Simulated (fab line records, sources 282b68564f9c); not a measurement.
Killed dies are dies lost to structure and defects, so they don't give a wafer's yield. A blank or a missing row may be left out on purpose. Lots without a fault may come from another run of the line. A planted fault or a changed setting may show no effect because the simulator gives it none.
fab line records | flow rit_cmos
record lots=13 wafers=39 last_day=7
route steps=202 shown NLDD@160 CONTACT@168 M1@190
lots that met no fault: from a run of the same line without faults
start_h: hours from the record's first day to the start of the lot's first wafer shown | wait_h: hours since the lot's step before | " the same as in the row above | L1.1+2: a row that stands for several wafers | - no value, or no start given | * or withheld: withheld | < > ~ a bound
route shown NAME@n: a module of which the file shows steps, and the number in the route of the first | usual: mean/standard deviation of fault-free wafers | same: alike in all rows | chamber/n: place in a boat | sites: the reading at each site | _std_site: their standard deviation | _edge_site: outer sites' mean less inner sites' | radius_mm: how far each site lies from the wafer's centre | mask NAME#n: copy n | behind: the tool/chamber that last shaped the wafer | hold: why the lot was held/for how many hours/how that ended | device: the transistor (n, p or np) that didn't switch | end of line: the same wafers' tests at the end of the route | a step without rows: its recipe alone | killed: dies lost to structure and defects at the first sort, not the wafer's yield | map: a wafer's dies, x killed, . not, _ none there
set.NAME: the setting as run; set.NAME@STEP: as run at that earlier step | model.NAME: the simulator's own value behind a step, which no gauge read
steps of the route over a sample of lots; a table a step, a row a wafer
services: from which hour (start_h, from the record's first day; less than 0 if before it) a tool's chamber was out of use, for how many hours, and why
## steps
# step RIT_SDANNEAL_RS_MEAS_07
# recipe thk_meas_gauge=four-point-probe
# usual NLDD_RS=151.8/0.62
# columns lot.wafer tool chamber start_h wait_h NLDD_RS[ohm/sq]
L460.1 film_metro-04 - 56.75 0.1 153.7
L460.3 " - " " 152.4
L460.6 " - " " 153.0
L461.2 film_metro-02 - 62.16 0.1 151.0
L461.5 " - " " 152.3
L461.6 " - " " 151.4
L462.1 film_metro-02 - 66.54 0.1 152.2
L462.4 " - " " 152.5
L462.5 " - " " 152.8
L468.3 film_metro-02 - 95.83 0.1 152.1
L468.4 " - " " 152.3
L468.6 " - " " 152.8
L469.1 film_metro-04 - 100.77 0.1 152.3
L469.3 " - " " 152.4
L469.4 " - " " 152.0
L471.1 film_metro-04 - 109.93 0.1 150.7
L471.3 " - " " 150.4
L471.5 " - " " 150.6
L473.3 film_metro-01 - 117.28 0.1 150.7
L473.5 " - " " 150.5
L473.6 " - " " 150.5
L474.3 film_metro-04 - 120.64 0.1 151.7
L474.5 " - " " 152.2
L474.6 " - " " 152.1
L477.3 film_metro-04 - 141.23 0.1 151.7
L477.4 " - " " 152.0
L477.6 " - " " 152.0
L479.3 film_metro-02 - 148.48 0.1 151.7
L479.5 " - " " 151.4
L479.6 " - " " 151.9
L480.1 film_metro-04 - 155.89 0.1 152.1
L480.3 " - " " 151.8
L480.5 " - " " 152.3
L482.1 film_metro-02 - 167.89 0.1 152.1
L482.3 " - " " 152.2
L482.5 " - " " 151.9
L483.1 film_metro-01 - 170.23 0.1 150.8
L483.4 " - " " 151.2
L483.5 " - " " 150.9
# step RIT_CONTACT_CVD_00
# recipe material=SiO2 target_thk_nm=400 precursor=TEOS temp_c=390 time_s=61 rf_w=400
# usual heater_power_w=315/47
# columns lot.wafer tool chamber start_h wait_h heater_power_w
L460.1 pecvd-03 1 57.39 0.1 351
L460.3 " 0 " " 311
L460.6 " 0 " " 233
L461.2 pecvd-02 2 62.77 0.0 417
L461.5 " 2 " " 423
L461.6 " 0 " " 306
L462.1 pecvd-01 0 67.17 0.1 382
L462.4 " 1 " " 275
L462.5 " 0 " " 278
L468.3 pecvd-01 1 96.44 0.0 339
L468.4 " 0 " " 343
L468.6 " 2 " " 320
L469.1 pecvd-03 0 101.42 0.1 300
L469.3 " 2 " " 346
L469.4 " 2 " " 251
L471.1 pecvd-01 0 110.57 0.1 372
L471.3 " 1 " " 330
L471.5 " 1 " " 331
L473.3 pecvd-02 0 117.89 0.0 313
L473.5 " 1 " " 253
L473.6 " 0 " " 311
L474.3 pecvd-01 1 121.29 0.0 313
L474.5 " 2 " " 350
L474.6 " 0 " " 278
L477.3 pecvd-01 1 141.90 0.1 312
L477.4 " 1 " " 323
L477.6 " 0 " " 334
L479.3 pecvd-02 0 149.16 0.1 286
L479.5 " 1 " " 247
L479.6 " 2 " " 391
L480.1 pecvd-01 0 156.61 0.1 313
L480.3 " 1 " " 293
L480.5 " 0 " " 326
L482.1 pecvd-02 1 168.59 0.1 309
L482.3 " 0 " " 316
L482.5 " 0 " " 233
L483.1 pecvd-01 0 170.87 0.1 373
L483.4 " 1 " " 311
L483.5 " 2 " " 314
# step RIT_CONTACT_THK_MEAS_01
# recipe reads=SiO2_of_CONTACT_CVD_00
# usual CONTACT_TEOS_THK=400/5.1
# columns lot.wafer tool chamber start_h wait_h CONTACT_TEOS_THK[nm]
L460.1 film_metro-01 - 57.44 0.0 397
L460.3 " - " " 400
L460.6 " - " " 406
L461.2 film_metro-03 - 62.83 0.0 394
L461.5 " - " " 399
L461.6 " - " " 405
L462.1 film_metro-02 - 67.22 0.0 397
L462.4 " - " " 404
L462.5 " - " " 404
L468.3 film_metro-01 - 96.51 0.0 396
L468.4 " - " " 399
L468.6 " - " " 403
L469.1 film_metro-03 - 101.47 0.0 399
L469.3 " - " " 401
L469.4 " - " " 407
L471.1 film_metro-02 - 110.65 0.1 392
L471.3 " - " " 400
L471.5 " - " " 399
L473.3 film_metro-01 - 117.97 0.0 396
L473.5 " - " " 400
L473.6 " - " " 402
L474.3 film_metro-02 - 121.36 0.0 398
L474.5 " - " " 404
L474.6 " - " " 405
L477.3 film_metro-03 - 141.97 0.0 394
L477.4 " - " " 399
L477.6 " - " " 410
L479.3 film_metro-01 - 149.24 0.0 398
L479.5 " - " " 398
L479.6 " - " " 407
L480.1 film_metro-02 - 156.66 0.0 409
L480.3 " - " " 407
L480.5 " - " " 416
L482.1 film_metro-02 - 168.65 0.0 389
L482.3 " - " " 398
L482.5 " - " " 406
L483.1 film_metro-03 - 170.92 0.0 398
L483.4 " - " " 410
L483.5 " - " " 403
# step RIT_M1_EXPOSE_06
# recipe mask_id=M12 na=0.6 source_shape=conventional sigma_outer=0.5 target_cd_nm=2600 dose_mj=250
# usual exposure_dose_mJ_cm2=253.03/0.26
# columns lot.wafer tool chamber start_h wait_h mask exposure_dose_mJ_cm2
L460.1 iline_stepper-02 0 60.82 0.2 M12#0 253.02
L460.3 " 0 " " M12#0 252.94
L460.6 " 0 " " M12#0 253.00
L461.2 iline_stepper-02 0 66.18 0.1 M12#0 253.00
L461.5 " 0 " " M12#0 253.03
L461.6 " 0 " " M12#0 252.47
L462.1 iline_stepper-02 0 70.45 0.1 M12_R1#0 252.97
L462.4 " 0 " " M12_R1#0 253.21
L462.5 " 0 " " M12_R1#0 252.51
L468.3 iline_stepper-02 0 99.87 0.1 M12#0 253.10
L468.4 " 0 " " M12#0 252.84
L468.6 " 0 " " M12#0 252.70
L469.1 iline_stepper-02 0 104.69 0.1 M12#0 253.27
L469.3 " 0 " " M12#0 253.51
L469.4 " 0 " " M12#0 253.46
L471.1 iline_stepper-01 0 113.95 0.2 M12#0 253.26
L471.3 " 0 " " M12#0 252.61
L471.5 " 0 " " M12#0 253.26
L473.3 iline_stepper-02 0 121.44 0.2 M12#0 253.31
L473.5 " 0 " " M12#0 253.12
L473.6 " 0 " " M12#0 253.31
L474.3 iline_stepper-01 0 124.78 0.2 M12#0 253.02
L474.5 " 0 " " M12#0 252.83
L474.6 " 0 " " M12#0 252.74
L477.3 iline_stepper-01 0 145.10 0.1 M12#0 253.25
L477.4 " 0 " " M12#0 253.28
L477.6 " 0 " " M12#0 253.14
L479.3 iline_stepper-01 0 152.49 0.2 M12#0 252.43
L479.5 " 0 " " M12#0 253.19
L479.6 " 0 " " M12#0 252.52
L480.1 iline_stepper-02 0 159.90 0.2 M12#0 253.00
L480.3 " 0 " " M12#0 253.26
L480.5 " 0 " " M12#0 252.69
L482.1 iline_stepper-02 0 172.29 0.2 M12#0 252.91
L482.3 " 0 " " M12#0 253.27
L482.5 " 0 " " M12#0 253.33
L483.1 iline_stepper-01 0 174.27 0.2 M12#0 252.89
L483.4 " 0 " " M12#0 253.38
L483.5 " 0 " " M12#0 252.99
# step RIT_M1_CD_MEAS_09
# recipe target_cd_nm=2600
# usual cd_nm=2600.6/2.4
# columns lot.wafer tool chamber start_h wait_h cd_nm
L460.1 cd_sem-01 - 61.25 - 2599.0
L460.3 " - " " 2598.9
L460.6 " - " " 2599.0
L461.2 cd_sem-01 - 66.61 - 2597.3
L461.5 " - " " 2597.2
L461.6 " - " " 2600.4
L462.1 cd_sem-01 - 70.88 - 2249.0
L462.4 " - " " 2249.7
L462.5 " - " " 2249.4
L468.3 cd_sem-01 - 100.30 - 2605.3
L468.4 " - " " 2603.9
L468.6 " - " " 2603.5
L469.1 cd_sem-01 - 105.26 - 2601.1
L469.3 " - " " 2603.8
L469.4 " - " " 2599.0
L471.1 cd_sem-01 - 114.38 - 2595.2
L471.3 " - " " 2595.8
L471.5 " - " " 2599.4
L473.3 cd_sem-01 - 121.87 - 2602.2
L473.5 " - " " 2603.3
L473.6 " - " " 2600.9
L474.3 cd_sem-01 - 125.21 - 2601.5
L474.5 " - " " 2602.4
L474.6 " - " " 2603.8
L477.3 cd_sem-01 - 145.53 - 2599.1
L477.4 " - " " 2599.5
L477.6 " - " " 2597.5
L479.3 cd_sem-01 - 152.92 - 2601.1
L479.5 " - " " 2603.0
L479.6 " - " " 2599.8
L480.1 cd_sem-02 - 160.33 - 2601.5
L480.3 " - " " 2600.9
L480.5 " - " " 2601.4
L482.1 cd_sem-02 - 172.72 - 2604.4
L482.3 " - " " 2606.4
L482.5 " - " " 2603.5
L483.1 cd_sem-02 - 174.71 - 2596.9
L483.4 " - " " 2596.7
L483.5 " - " " 2599.8
# step RIT_M1_PROBE_99
# usual defect_limited_yield=97.4/1.2 killed_at_M0_to_M3=0.0/0.083 killed_at_contacts=0.0/0.22 killed_at_front_end=7/3 killed_dies=7/3.1 killed_on_rim=1.8/1.4 killed_open=3.4/2.1 killed_short=3.4/2 sort_bin_3_pad_short=0.1/0.23 sort_bin_5_function=1.5/0.76 sort_bin_6_memory=1.0/0.74 sort_n_pass=257/3.1 sort_yield_pct=97.4/1.2
# same gross_dies=264 killed_at_M4_up=0 killed_at_back_side=0 killed_at_other=0
# columns lot.wafer tool chamber start_h wait_h defect_limited_yield[%] killed_at_M0_to_M3 killed_at_contacts killed_at_front_end killed_dies killed_on_rim killed_open killed_short sort_bin_3_pad_short[%] sort_bin_5_function[%] sort_bin_6_memory[%] sort_n_pass sort_yield_pct[%]
L460.1 prober-01 - 63.92 0.1 96.6 0 1 8 9 2 3 6 0.4 1.9 1.1 255 96.6
L460.3 prober-01 - 64.02 0.2 98.1 0 0 5 5 0 2 3 0 1.1 0.8 259 98.1
L460.6 prober-01 - 64.17 0.2 97.3 0 0 7 7 1 6 1 0 1.5 1.1 257 97.3
L461.2 prober-02 - 69.30 0.1 98.1 0 1 4 5 0 3 2 0 1.1 0.8 259 98.1
L461.5 prober-02 - 69.45 0.2 97.7 0 0 6 6 0 3 3 0 1.1 1.1 258 97.7
L461.6 prober-02 - 69.50 0.2 98.1 0 0 5 5 2 4 1 0 1.9 0 259 98.1
L462.1 prober-01 - 73.53 0.1 85.6 33 0 5 38 29 4 1 0 12.9 1.5 226 85.6
L462.4 prober-01 - 73.68 0.2 87.9 25 0 7 32 20 4 3 0 10.6 1.5 232 87.9
L462.5 prober-01 - 73.73 0.2 88.3 24 0 7 31 19 3 4 0 11.7 0 233 88.3
L468.3 prober-01 - 103.19 0.2 98.9 0 0 3 3 1 2 1 0 1.1 0 261 98.9
L468.4 prober-01 - 103.24 0.2 98.1 0 0 5 5 1 4 1 0 1.5 0.4 259 98.1
L468.6 prober-01 - 103.34 0.2 97.3 0 0 7 7 2 4 3 0 1.9 0.8 257 97.3
L469.1 prober-02 - 108.09 0.1 97.7 0 0 6 6 2 3 3 0 1.9 0.4 258 97.7
L469.3 prober-02 - 108.19 0.2 97.7 0 0 6 6 3 2 4 0.4 0.4 1.5 258 97.7
L469.4 prober-02 - 108.24 0.2 95.1 0 0 13 13 2 5 8 0 1.9 3.0 251 95.1
L471.1 prober-02 - 117.04 0.1 98.1 0 0 5 5 3 4 1 0 1.1 0.8 259 98.1
L471.3 prober-02 - 117.14 0.2 96.2 0 0 10 10 3 5 5 1.1 1.5 1.1 254 96.2
L471.5 prober-02 - 117.24 0.2 97.7 0 0 6 6 1 1 5 0 0.8 1.5 258 97.7
L473.3 prober-02 - 124.60 0.2 97.7 0 0 6 6 2 2 4 0.4 0.8 1.1 258 97.7
L473.5 prober-02 - 124.70 0.2 97.7 0 0 6 6 0 4 2 0 1.5 0.8 258 97.7
L473.6 prober-02 - 124.75 0.2 96.6 0 1 8 9 4 6 3 0 2.3 1.1 255 96.6
L474.3 prober-01 - 127.93 0.2 97.3 0 0 7 7 2 3 4 0.4 1.1 1.1 257 97.3
L474.5 prober-01 - 128.03 0.2 98.9 0 0 3 3 0 2 1 0 0.8 0.4 261 98.9
L474.6 prober-01 - 128.08 0.2 95.8 0 1 10 11 3 8 3 0.4 2.3 1.5 253 95.8
L477.3 prober-02 - 148.40 0.2 93.9 0 1 15 16 3 8 8 0.4 2.7 3.0 248 93.9
L477.4 prober-02 - 148.45 0.2 98.5 0 0 4 4 0 2 2 0 0.4 1.1 260 98.5
L477.6 prober-02 - 148.55 0.2 98.5 0 0 4 4 0 3 1 0 0.4 1.1 260 98.5
L479.3 prober-02 - 155.64 0.2 95.5 0 0 12 12 3 8 4 0.4 2.3 1.9 252 95.5
L479.5 prober-02 - 155.74 0.2 99.6 0 0 1 1 0 1 0 0 0 0.4 263 99.6
L479.6 prober-02 - 155.79 0.2 98.5 0 0 4 4 2 3 1 0 1.5 0 260 98.5
L480.1 prober-01 - 162.99 0.1 98.9 0 0 3 3 0 2 1 0 0.8 0.4 261 98.9
L480.3 prober-01 - 163.09 0.2 97.7 0 0 6 6 1 3 3 0 1.5 0.8 258 97.7
L480.5 prober-01 - 163.19 0.2 96.6 0 0 9 9 3 1 8 0.4 2.7 0.4 255 96.6
L482.1 prober-01 - 175.37 0.1 98.9 0 0 3 3 1 1 2 0 0.4 0.8 261 98.9
L482.3 prober-01 - 175.47 0.2 99.2 0 0 2 2 1 0 2 0 0 0.8 262 99.2
L482.5 prober-01 - 175.57 0.2 97.0 0 0 8 8 2 1 7 0 2.3 0.8 256 97.0
L483.1 prober-02 - 177.42 0.1 97.0 0 0 8 8 2 3 5 0 1.9 1.1 256 97.0
L483.4 prober-02 - 177.57 0.2 95.8 0 0 11 11 3 5 6 0 2.3 1.9 253 95.8
L483.5 prober-02 - 177.62 0.2 99.2 0 0 2 2 0 0 2 0 0.8 0 262 99.2
# killed by level:class
L460.1 GATE:geometric_particle:short=2 SILICIDE:geometric_particle:short=2 FOX1:geometric_particle:short=1 GATE:geometric_particle:open=1 REOX:geometric_particle:short=1 REOX:geometric_particle:open=1 CONTACT:geometric_particle:open=1
L460.3 GATE:geometric_particle:open=1 GATE:geometric_particle:short=1 SPACER:geometric_particle:short=1 SILICIDE:geometric_particle:short=1 SILICIDE:geometric_particle:open=1
L460.6 FOX1:geometric_particle:open=2 SPACER:geometric_particle:open=2 FOX1:geometric_particle:short=1 GATE:geometric_particle:open=1 SILICIDE:geometric_particle:open=1
L461.2 FOX1:geometric_particle:short=1 GATE:geometric_particle:open=1 GATE:geometric_particle:short=1 REOX:geometric_particle:open=1 CONTACT:geometric_particle:open=1
L461.5 FOX1:geometric_particle:short=2 GATE:geometric_particle:open=2 SPACER:geometric_particle:open=1 SILICIDE:geometric_particle:short=1
L461.6 GATE:geometric_particle:open=2 SILICIDE:geometric_particle:open=2 REOX:geometric_particle:short=1
L462.1 M1:area_expose=33 GATE:geometric_particle:open=2 FOX1:geometric_particle:open=1 FOX2:geometric_particle:open=1 SPACER:geometric_particle:short=1
L462.4 M1:area_expose=25 FOX2:geometric_particle:short=3 GATE:geometric_particle:open=2 REOX:geometric_particle:open=2
L462.5 M1:area_expose=24 SILICIDE:geometric_particle:short=2 FOX1:geometric_particle:open=1 FOX2:geometric_particle:short=1 GATE:geometric_particle:open=1 GATE:geometric_particle:short=1 SPACER:geometric_particle:open=1
L468.3 FOX1:geometric_particle:open=1 GATE:geometric_particle:short=1 SILICIDE:geometric_particle:open=1
L468.4 FOX2:geometric_particle:open=1 GATE:geometric_particle:short=1 GATE:geometric_particle:open=1 REOX:geometric_particle:open=1 SPACER:geometric_particle:open=1
L468.6 GATE:geometric_particle:short=3 GATE:geometric_particle:open=2 FOX1:geometric_particle:open=1 SILICIDE:geometric_particle:open=1
L469.1 GATE:geometric_particle:open=3 FOX1:geometric_particle:short=1 GATE:geometric_particle:short=1 SILICIDE:geometric_particle:short=1
L469.3 GATE:geometric_particle:short=3 FOX1:geometric_particle:open=1 GATE:geometric_particle:open=1 SILICIDE:geometric_particle:short=1
L469.4 GATE:geometric_particle:short=5 FOX1:geometric_particle:open=2 GATE:geometric_particle:open=2 FOX2:geometric_particle:short=1 REOX:geometric_particle:short=1 SILICIDE:geometric_particle:open=1 SILICIDE:geometric_particle:short=1
L471.1 GATE:geometric_particle:open=3 REOX:geometric_particle:open=1 SILICIDE:geometric_particle:short=1
L471.3 GATE:geometric_particle:open=3 REOX:geometric_particle:short=2 FOX1:geometric_particle:open=1 GATE:geometric_particle:short=1 SPACER:geometric_particle:short=1 SILICIDE:geometric_particle:open=1 SILICIDE:geometric_particle:short=1
L471.5 GATE:geometric_particle:short=3 FOX1:geometric_particle:short=1 SPACER:geometric_particle:open=1 SILICIDE:geometric_particle:short=1
L473.3 REOX:geometric_particle:short=2 SPACER:geometric_particle:short=2 FOX2:geometric_particle:open=1 SPACER:geometric_particle:open=1
L473.5 GATE:geometric_particle:open=3 SPACER:geometric_particle:short=2 SPACER:geometric_particle:open=1
L473.6 GATE:geometric_particle:open=3 FOX2:geometric_particle:open=1 GATE:geometric_particle:short=1 REOX:geometric_particle:open=1 SPACER:geometric_particle:short=1 SILICIDE:geometric_particle:open=1 CONTACT:geometric_particle:short=1
L474.3 GATE:geometric_particle:open=2 GATE:geometric_particle:short=2 FOX2:geometric_particle:short=1 REOX:geometric_particle:open=1 SILICIDE:geometric_particle:short=1
L474.5 GATE:geometric_particle:open=2 REOX:geometric_particle:short=1
L474.6 GATE:geometric_particle:open=3 SPACER:geometric_particle:open=2 REOX:geometric_particle:open=2 FOX2:geometric_particle:open=1 FOX2:geometric_particle:short=1 SPACER:geometric_particle:short=1 CONTACT:geometric_particle:short=1
L477.3 GATE:geometric_particle:open=5 SILICIDE:geometric_particle:short=3 GATE:geometric_particle:short=2 FOX1:geometric_particle:open=1 FOX2:geometric_particle:short=1 REOX:geometric_particle:open=1 SPACER:geometric_particle:short=1 SILICIDE:geometric_particle:open=1
L477.4 SILICIDE:geometric_particle:open=2 SPACER:geometric_particle:short=1 SILICIDE:geometric_particle:short=1
L477.6 SILICIDE:geometric_particle:open=2 GATE:geometric_particle:open=1 SPACER:geometric_particle:short=1
L479.3 REOX:geometric_particle:open=4 GATE:geometric_particle:open=3 GATE:geometric_particle:short=2 FOX1:geometric_particle:short=1 FOX2:geometric_particle:open=1 FOX2:geometric_particle:short=1
L479.5 REOX:geometric_particle:open=1
L479.6 GATE:geometric_particle:open=2 GATE:geometric_particle:short=1 SILICIDE:geometric_particle:open=1
L480.1 FOX1:geometric_particle:open=1 FOX2:geometric_particle:short=1 GATE:geometric_particle:open=1
L480.3 GATE:geometric_particle:short=2 GATE:geometric_particle:open=2 REOX:geometric_particle:open=1 SPACER:geometric_particle:short=1
L480.5 GATE:geometric_particle:short=4 SPACER:geometric_particle:short=2 FOX1:geometric_particle:short=1 REOX:geometric_particle:short=1 SPACER:geometric_particle:open=1
L482.1 FOX1:geometric_particle:short=1 FOX1:geometric_particle:open=1 GATE:geometric_particle:short=1
L482.3 FOX1:geometric_particle:short=1 GATE:geometric_particle:short=1
L482.5 GATE:geometric_particle:short=3 FOX1:geometric_particle:short=2 SPACER:geometric_particle:short=2 FOX1:geometric_particle:open=1
L483.1 GATE:geometric_particle:short=3 FOX1:geometric_particle:open=1 FOX1:geometric_particle:short=1 FOX2:geometric_particle:short=1 GATE:geometric_particle:open=1 SILICIDE:geometric_particle:open=1
L483.4 GATE:geometric_particle:open=3 REOX:geometric_particle:short=2 SILICIDE:geometric_particle:short=2 FOX1:geometric_particle:short=1 REOX:geometric_particle:open=1 SPACER:geometric_particle:short=1 SPACER:geometric_particle:open=1
L483.5 SILICIDE:geometric_particle:short=2
## services
# columns tool chamber start_h hours kind
iline_stepper-02 - 52.71 1.7 pm
iline_stepper-02 0 55.42 - calibration
pecvd-03 1 72.79 4.3 repair
pecvd-02 0 78.35 14.1 repair
iline_stepper-01 - 96.02 1.7 pm
iline_stepper-01 0 105.76 - calibration
pecvd-03 2 108.00 6.5 repair
pecvd-01 2 108.80 2.6 repair
pecvd-02 1 161.91 4.2 repair
## key
first_sign step=RIT_M1_EXPOSE_06 reading=mask direction=changed
effect step=RIT_M1_CD_MEAS_09 reading=cd_nm direction=down sigmas=99+ usual=2600.6 struck=2249.3
effect step=RIT_M1_PROBE_99 reading=killed_at_M0_to_M3 direction=up sigmas=27 usual=0.0 struck=27.3
more_kills_born_at RIT_M1_EXPOSE_06@iline_stepper-02=82
met_at RIT_M1_EXPOSE_06
struck_lots L462
not_acting_at RIT_SDANNEAL_RS_MEAS_07,RIT_CONTACT_CVD_00,RIT_CONTACT_THK_MEAS_01
onset_between 66.18 70.45
fault kind=wrong_mask tool=any chamber=- onset_h=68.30 steps=RIT_M1_EXPOSE_06 aux_copy=M12_R1#0 cd_offset_nm=-350 scope=struck_lots_only
